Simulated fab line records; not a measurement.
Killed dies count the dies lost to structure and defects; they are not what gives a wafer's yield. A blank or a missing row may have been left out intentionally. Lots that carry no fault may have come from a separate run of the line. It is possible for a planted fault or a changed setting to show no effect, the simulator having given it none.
fab line records | flow berkeley-cmos170
record lots=14 | wafers=42 | last-day=14
route steps=331 shown PWELL@37 ACTIVE@63 PLDD@156
lots that met no fault: taken from a fault-free run of the same line
start-h: start of the lot's first displayed wafer, in hours after the record's first day | wait-h: time in hours since the lot's previous step | " unchanged from the row above | L1.1+2: several wafers, shown together as one row | - no value present, or no start provided | * or withheld: withheld | < > ~ a bound
route shown NAME@n: names a module that has steps shown in the file, with the first one's number in the route | usual: mean/standard deviation taken from wafers without a fault | same: alike in all rows | chamber/n: place in a boat | sites: per-site readings | _std_site: the values' standard deviation | _edge_site: the outer-site mean with the inner-site mean subtracted | radius-mm: how far each site lies from the wafer's centre | mask NAME#n: copy n | behind: the tool/chamber that last shaped the wafer | hold: cause of the lot's hold/its duration in hours/its outcome | device: the transistor (n, p or np) that didn't switch | end of line: tests of these same wafers at the route's end | where a step has no rows: the recipe by itself | killed: not the wafer's yield, but the dies lost to structure and defects at the first sort | map: dies across one wafer; x = killed, . = not, _ = none there
set.NAME: the setting that was run; set.NAME@STEP: the one run at that earlier step | model.NAME: the simulator's own value behind a step, which no gauge read
one table for each step of the route and one row for each wafer, over a sample of lots
services: the hour from which a tool's chamber was out of use, counted from the record's first day as start-h (under 0 if before that day), plus the number of hours and why
## steps
# step UCB170_PWELL_THK_MEAS_03
# recipe reads=SiO2_of_PWELL_OXIDATION_02
# usual PWELL_OXIDE_THK=26.3/0.52
lot.wafer | tool          | chamber | start-h | wait-h | PWELL_OXIDE_THK[nm]
L426.4    | film-metro-01 | -       | 47.51   | 0.0    | 27.2
L426.5    | "             | -       | "       | "      | 27.4
L426.6    | "             | -       | "       | "      | 27.0
L427.1    | film-metro-03 | -       | 58.51   | 0.0    | 27.1
L427.4    | "             | -       | "       | "      | 26.9
L427.6    | "             | -       | "       | "      | 27.3
L428.2    | film-metro-04 | -       | 58.52   | 0.0    | 27.4
L428.3    | "             | -       | "       | "      | 27.1
L428.4    | "             | -       | "       | "      | 27.2
L430.1    | film-metro-01 | -       | 68.44   | 0.0    | 27.1
L430.4    | "             | -       | "       | "      | 27.0
L430.6    | "             | -       | "       | "      | 27.1
L429.2    | film-metro-04 | -       | 68.45   | 0.0    | 26.5
L429.4    | "             | -       | "       | "      | 26.7
L429.5    | "             | -       | "       | "      | 27.1
L431.2    | film-metro-04 | -       | 76.15   | 0.0    | 25.7
L431.5    | "             | -       | "       | "      | 26.1
L431.6    | "             | -       | "       | "      | 25.4
L432.2    | film-metro-03 | -       | 76.15   | 0.0    | 26.5
L432.5    | "             | -       | "       | "      | 26.0
L432.6    | "             | -       | "       | "      | 26.1
L433.1    | film-metro-04 | -       | 88.14   | 0.0    | 26.1
L433.2    | "             | -       | "       | "      | 25.4
L433.4    | "             | -       | "       | "      | 26.2
L436.1    | film-metro-01 | -       | 96.45   | 0.0    | 25.9
L436.4    | "             | -       | "       | "      | 26.2
L436.6    | "             | -       | "       | "      | 25.8
L437.2    | film-metro-04 | -       | 103.14  | 0.0    | 26.5
L437.5    | "             | -       | "       | "      | 26.0
L437.6    | "             | -       | "       | "      | 26.5
L440.1    | film-metro-01 | -       | 114.93  | 0.0    | 26.0
L440.2    | "             | -       | "       | "      | 25.2
L440.4    | "             | -       | "       | "      | 25.8
L444.2    | film-metro-01 | -       | 137.48  | 0.0    | 26.6
L444.3    | "             | -       | "       | "      | 27.0
L444.4    | "             | -       | "       | "      | 26.4
L445.2    | film-metro-04 | -       | 142.90  | 0.0    | 26.2
L445.4    | "             | -       | "       | "      | 25.7
L445.5    | "             | -       | "       | "      | 25.8
L447.1    | film-metro-01 | -       | 153.49  | 0.0    | 25.8
L447.4    | "             | -       | "       | "      | 26.0
L447.6    | "             | -       | "       | "      | 25.8
# step UCB170_PWELL_IMPLANT_15
# recipe species=B | dose-cm2=5e+12 | energy-kev=60 | tilt-deg=7
# usual dose-ions-cm2=4.999e+12/5.6e+09 | faraday-current-uA=15.9/0.31
lot.wafer | tool         | chamber | start-h | wait-h | dose-ions-cm2 | faraday-current-uA
L426.4    | implanter-02 | 0       | 58.26   | 0.1    | 5e+12         | 15.6
L426.5    | "            | 0       | "       | "      | 4.995e+12     | 16.1
L426.6    | "            | 0       | "       | "      | 4.998e+12     | 15.4
L428.2    | implanter-04 | 0       | 68.04   | 0.1    | 5.002e+12     | 15.4
L428.3    | "            | 0       | "       | "      | 4.996e+12     | 16.2
L428.4    | "            | 0       | "       | "      | 4.997e+12     | 16.2
L427.1    | implanter-01 | 0       | 68.29   | 0.1    | 5.004e+12     | 16.0
L427.4    | "            | 0       | "       | "      | 5.009e+12     | 16.1
L427.6    | "            | 0       | "       | "      | 5.004e+12     | 16.1
L429.2    | implanter-04 | 0       | 78.22   | 0.1    | 4.997e+12     | 15.9
L429.4    | "            | 0       | "       | "      | 5.001e+12     | 16.0
L429.5    | "            | 0       | "       | "      | 4.996e+12     | 15.6
L430.1    | implanter-02 | 0       | 78.47   | 0.1    | 5e+12         | 15.7
L430.4    | "            | 0       | "       | "      | 5e+12         | 15.5
L430.6    | "            | 0       | "       | "      | 4.996e+12     | 16.3
L432.2    | implanter-04 | 0       | 86.99   | 0.1    | 5.012e+12     | 15.9
L432.5    | "            | 0       | "       | "      | 5e+12         | 16.5
L432.6    | "            | 0       | "       | "      | 5.002e+12     | 16.0
L431.2    | implanter-02 | 0       | 87.31   | 0.1    | 4.99e+12      | 15.8
L431.5    | "            | 0       | "       | "      | 4.991e+12     | 15.6
L431.6    | "            | 0       | "       | "      | 4.991e+12     | 15.7
L433.1    | implanter-02 | 0       | 97.74   | 0.1    | 5.003e+12     | 15.8
L433.2    | "            | 0       | "       | "      | 5.001e+12     | 15.7
L433.4    | "            | 0       | "       | "      | 5.004e+12     | 15.5
L436.1    | implanter-02 | 0       | 106.85  | 0.1    | 2.282e+12     | 6.9
L436.4    | "            | 0       | "       | "      | 2.282e+12     | 7.3
L436.6    | "            | 0       | "       | "      | 2.275e+12     | 7.0
L437.2    | implanter-02 | 0       | 112.41  | 0.1    | 2.27e+12      | 7.2
L437.5    | "            | 0       | "       | "      | 2.273e+12     | 7.2
L437.6    | "            | 0       | "       | "      | 2.277e+12     | 7.4
L440.1    | implanter-02 | 0       | 123.92  | 0.1    | 2.266e+12     | 7.4
L440.2    | "            | 0       | "       | "      | 2.267e+12     | 7.4
L440.4    | "            | 0       | "       | "      | 2.261e+12     | 7.3
L444.2    | implanter-04 | 0       | 145.34  | 0.1    | 4.999e+12     | 15.5
L444.3    | "            | 0       | "       | "      | 4.994e+12     | 16.0
L444.4    | "            | 0       | "       | "      | 5.001e+12     | 15.9
L445.2    | implanter-04 | 0       | 151.84  | 0.1    | 4.997e+12     | 16.2
L445.4    | "            | 0       | "       | "      | 4.992e+12     | 16.5
L445.5    | "            | 0       | "       | "      | 4.993e+12     | 16.0
L447.1    | implanter-04 | 0       | 164.77  | 0.1    | 4.999e+12     | 15.2
L447.4    | "            | 0       | "       | "      | 5.005e+12     | 15.9
L447.6    | "            | 0       | "       | "      | 4.997e+12     | 15.9
# step UCB170_PWELL_TW_MEAS_17
# usual PWELL_TW=378.5/2.4
lot.wafer | tool          | chamber | start-h | wait-h | PWELL_TW
L426.4    | film-metro-04 | -       | 58.47   | 0.1    | 373.4
L426.5    | "             | -       | "       | "      | 377.4
L426.6    | "             | -       | "       | "      | 374.7
L428.2    | film-metro-03 | -       | 68.28   | 0.1    | 379.3
L428.3    | "             | -       | "       | "      | 379.5
L428.4    | "             | -       | "       | "      | 381.3
L427.1    | film-metro-03 | -       | 68.54   | 0.1    | 379.5
L427.4    | "             | -       | "       | "      | 379.5
L427.6    | "             | -       | "       | "      | 378.8
L429.2    | film-metro-03 | -       | 78.45   | 0.1    | 376.9
L429.4    | "             | -       | "       | "      | 375.9
L429.5    | "             | -       | "       | "      | 375.7
L430.1    | film-metro-01 | -       | 78.72   | 0.1    | 380.9
L430.4    | "             | -       | "       | "      | 381.9
L430.6    | "             | -       | "       | "      | 379.8
L432.2    | film-metro-01 | -       | 87.22   | 0.1    | 380.4
L432.5    | "             | -       | "       | "      | 380.2
L432.6    | "             | -       | "       | "      | 379.7
L431.2    | film-metro-03 | -       | 87.55   | 0.1    | 378.9
L431.5    | "             | -       | "       | "      | 378.9
L431.6    | "             | -       | "       | "      | 378.6
L433.1    | film-metro-04 | -       | 97.99   | 0.1    | 375.9
L433.2    | "             | -       | "       | "      | 375.8
L433.4    | "             | -       | "       | "      | 375.5
L436.1    | film-metro-04 | -       | 107.10  | 0.1    | 297.2
L436.4    | "             | -       | "       | "      | 297.4
L436.6    | "             | -       | "       | "      | 294.9
L437.2    | film-metro-03 | -       | 112.65  | 0.1    | 298.2
L437.5    | "             | -       | "       | "      | 298.3
L437.6    | "             | -       | "       | "      | 300.5
L440.1    | film-metro-01 | -       | 124.17  | 0.1    | 297.7
L440.2    | "             | -       | "       | "      | 298.8
L440.4    | "             | -       | "       | "      | 299.4
L444.2    | film-metro-01 | -       | 145.57  | 0.1    | 379.8
L444.3    | "             | -       | "       | "      | 379.8
L444.4    | "             | -       | "       | "      | 381.1
L445.2    | film-metro-04 | -       | 152.08  | 0.1    | 375.2
L445.4    | "             | -       | "       | "      | 377.6
L445.5    | "             | -       | "       | "      | 376.8
L447.1    | film-metro-03 | -       | 165.02  | 0.1    | 381.3
L447.4    | "             | -       | "       | "      | 381.7
L447.6    | "             | -       | "       | "      | 381.1
# step UCB170_ACTIVE_THK_MEAS_03
# recipe reads=SiO2_of_ACTIVE_OXIDATION_02
# usual ACTIVE_OXIDE_THK=26.4/0.48
lot.wafer | tool          | chamber | start-h | wait-h | ACTIVE_OXIDE_THK[nm]
L426.4    | film-metro-01 | -       | 83.52   | 0.0    | 26.5
L426.5    | "             | -       | "       | "      | 26.2
L426.6    | "             | -       | "       | "      | 26.2
L427.1    | film-metro-04 | -       | 92.64   | 0.0    | 26.9
L427.4    | "             | -       | "       | "      | 26.2
L427.6    | "             | -       | "       | "      | 26.8
L428.2    | film-metro-01 | -       | 92.65   | 0.0    | 26.5
L428.3    | "             | -       | "       | "      | 26.3
L428.4    | "             | -       | "       | "      | 26.0
L429.2    | film-metro-04 | -       | 104.49  | 0.0    | 27.0
L429.4    | "             | -       | "       | "      | 26.5
L429.5    | "             | -       | "       | "      | 26.6
L430.1    | film-metro-04 | -       | 104.54  | 0.1    | 26.3
L430.4    | "             | -       | "       | "      | 26.8
L430.6    | "             | -       | "       | "      | 27.0
L431.2    | film-metro-01 | -       | 112.60  | 0.0    | 26.2
L431.5    | "             | -       | "       | "      | 26.4
L431.6    | "             | -       | "       | "      | 26.6
L432.2    | film-metro-04 | -       | 112.60  | 0.0    | 26.2
L432.5    | "             | -       | "       | "      | 26.5
L432.6    | "             | -       | "       | "      | 27.0
L433.1    | film-metro-01 | -       | 118.86  | 0.0    | 26.8
L433.2    | "             | -       | "       | "      | 26.9
L433.4    | "             | -       | "       | "      | 26.4
L436.1    | film-metro-01 | -       | 129.01  | 0.0    | 26.9
L436.4    | "             | -       | "       | "      | 26.6
L436.6    | "             | -       | "       | "      | 26.8
L437.2    | film-metro-01 | -       | 140.16  | 0.0    | 27.4
L437.5    | "             | -       | "       | "      | 27.5
L437.6    | "             | -       | "       | "      | 27.0
L440.1    | film-metro-02 | -       | 147.24  | 0.0    | 25.7
L440.2    | "             | -       | "       | "      | 26.1
L440.4    | "             | -       | "       | "      | 26.1
L444.2    | film-metro-04 | -       | 169.27  | 0.0    | 26.6
L444.3    | "             | -       | "       | "      | 26.6
L444.4    | "             | -       | "       | "      | 26.6
L445.2    | film-metro-02 | -       | 180.63  | 0.0    | 25.4
L445.4    | "             | -       | "       | "      | 25.6
L445.5    | "             | -       | "       | "      | 26.2
L447.1    | film-metro-01 | -       | 201.07  | 0.0    | 27.0
L447.4    | "             | -       | "       | "      | 27.0
L447.6    | "             | -       | "       | "      | 26.8
# step UCB170_PLDD_TW_MEAS_11
# usual PLDD_TW=1007/9.5
lot.wafer | tool          | chamber | start-h | wait-h | PLDD_TW
L426.4    | film-metro-04 | -       | 149.05  | 0.1    | 1004
L426.5    | "             | -       | "       | "      | 1002
L426.6    | "             | -       | "       | "      | 1002
L427.1    | film-metro-02 | -       | 160.18  | 0.1    | 994
L427.4    | "             | -       | "       | "      | 1000
L427.6    | "             | -       | "       | "      | 996
L428.2    | film-metro-04 | -       | 160.31  | 0.1    | 1002
L428.3    | "             | -       | "       | "      | 1002
L428.4    | "             | -       | "       | "      | 1000
L430.1    | film-metro-02 | -       | 172.70  | 0.1    | 1002
L430.4    | "             | -       | "       | "      | 995
L430.6    | "             | -       | "       | "      | 998
L429.2    | film-metro-01 | -       | 172.97  | 0.1    | 1006
L429.4    | "             | -       | "       | "      | 1007
L429.5    | "             | -       | "       | "      | 1012
L433.1    | film-metro-04 | -       | 188.29  | 0.1    | 996
L433.2    | "             | -       | "       | "      | 1005
L433.4    | "             | -       | "       | "      | 1002
L431.2    | film-metro-04 | -       | 188.58  | 0.1    | 998
L431.5    | "             | -       | "       | "      | 1004
L431.6    | "             | -       | "       | "      | 1004
L432.2    | film-metro-02 | -       | 188.67  | 0.1    | 1000
L432.5    | "             | -       | "       | "      | 1002
L432.6    | "             | -       | "       | "      | 1002
L436.1    | film-metro-04 | -       | 208.74  | 0.1    | 1007
L436.4    | "             | -       | "       | "      | 1009
L436.6    | "             | -       | "       | "      | 1014
L437.2    | film-metro-02 | -       | 228.16  | 0.1    | 993
L437.5    | "             | -       | "       | "      | 996
L437.6    | "             | -       | "       | "      | 997
L440.1    | film-metro-04 | -       | 235.03  | 0.1    | 1012
L440.2    | "             | -       | "       | "      | 1008
L440.4    | "             | -       | "       | "      | 1000
L444.2    | film-metro-01 | -       | 256.64  | 0.1    | 1030
L444.3    | "             | -       | "       | "      | 1028
L444.4    | "             | -       | "       | "      | 1023
L445.2    | film-metro-04 | -       | 261.90  | 0.1    | 1013
L445.4    | "             | -       | "       | "      | 1016
L445.5    | "             | -       | "       | "      | 1007
L447.1    | film-metro-02 | -       | 281.35  | 0.1    | 989
L447.4    | "             | -       | "       | "      | 1002
L447.6    | "             | -       | "       | "      | 993
## services
tool         | chamber | start-h | hours | kind
implanter-01 | -       | 53.18   | 1.9   | repair
implanter-04 | -       | 55.51   | 6.3   | repair
implanter-04 | -       | 73.03   | 2.5   | pm
implanter-01 | -       | 114.79  | 17.2  | pm
implanter-01 | -       | 132.04  | 29.9  | pm
## key
first-sign step=UCB170_PWELL_IMPLANT_15 | reading=dose-ions-cm2 | direction=down | sigmas=99+ | usual=4.999e+12 | struck=2.273e+12
effect step=UCB170_PWELL_IMPLANT_15 | reading=faraday-current-uA | direction=down | sigmas=28 | usual=15.9 | struck=7.2
effect step=UCB170_PWELL_TW_MEAS_17 | reading=PWELL_TW | direction=down | sigmas=34 | usual=378.5 | struck=298.1
met-at UCB170_PWELL_IMPLANT_15
struck-lots L436,L437,L440
tester-left-out L436,L437,L440
not-acting-at UCB170_PWELL_THK_MEAS_03,UCB170_ACTIVE_THK_MEAS_03,UCB170_PLDD_TW_MEAS_11
onset-between 97.74 106.85
fault kind=process-parameter-drift | tool=implanter-02 | chamber=- | onset-h=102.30 | steps=UCB170_PWELL_IMPLANT_15 | channel=dose-cm2 | offset=-2.7227e+12 | shape=step | end-h=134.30 | acts-in=these-recipes-only | stated=5e+12
# tester-left-out: of these lots the tester's yield and bins aren't shown, on N5 and GAA mostly nor the transistor test; their killed dies are dies lost to structure and defects alone, not to doping, threshold or leakage, so they don't give the yield
